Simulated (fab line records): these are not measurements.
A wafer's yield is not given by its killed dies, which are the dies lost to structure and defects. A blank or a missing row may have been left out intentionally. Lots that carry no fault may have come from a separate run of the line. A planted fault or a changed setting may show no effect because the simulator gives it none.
Chamber matching    flow berkeleyCmos170    UCB170_CONTACT_ETCH_17 on rieDiel-02 has 4 sister chambers
The step etches BARC in N2/H2. 8 wafers are shown with their chamber, then 7 later ones without.

== WAFERS, EACH WITH ITS CHAMBER ==
wafer   chamber  throttleValvePct (%)  oesProductAu (a.u.)
L706.2  2        13.34                 0.983
L709.5  1        13.31                 0.971
L709.6  0        13.42                 1.050
L711.1  0        13.44                 1.033
L711.2  3        13.58                 0.988
L711.6  3        13.60                 0.983
L714.1  2        13.33                 0.984
L714.3  1        13.33                 0.961

== WAFERS WITH NO CHAMBER GIVEN ==
wafer   throttleValvePct (%)  oesProductAu (a.u.)
L714.6  13.57                 0.989
L720.2  13.42                 1.051
L720.4  13.33                 0.998
L720.5  13.44                 1.038
L728.1  13.34                 0.963
L728.4  13.60                 0.978
L728.6  13.42                 1.055

== THE CHAMBER EACH PASSED THROUGH ==
wafer   from the rows above      in truth
L714.6  3                        3
L720.2  0                        0
L720.4  2                        2
L720.5  0                        0
L728.1  can't be placed: 1 or 2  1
L728.4  3                        3
L728.6  0                        0
Placed correctly: 6 of 7. Cannot be placed on the basis of these rows: 1; the candidates contain the true chamber in 1. 0 placed wrongly.
How it was worked out, from the rows above alone: a wafer's distance from a chamber is the root of the sum, over the readings, of the square of ((its reading less the chamber's mean) divided by the reading's scatter). The wafer belongs to the nearest chamber; if the next one is less than 2 further off, it can't be placed. Each chamber's mean is taken over the wafers shown for it. The scatter: take each reading less its chamber's mean, square it, sum over the shown wafers, divide by the number of wafers less the number of chambers, and take the root.
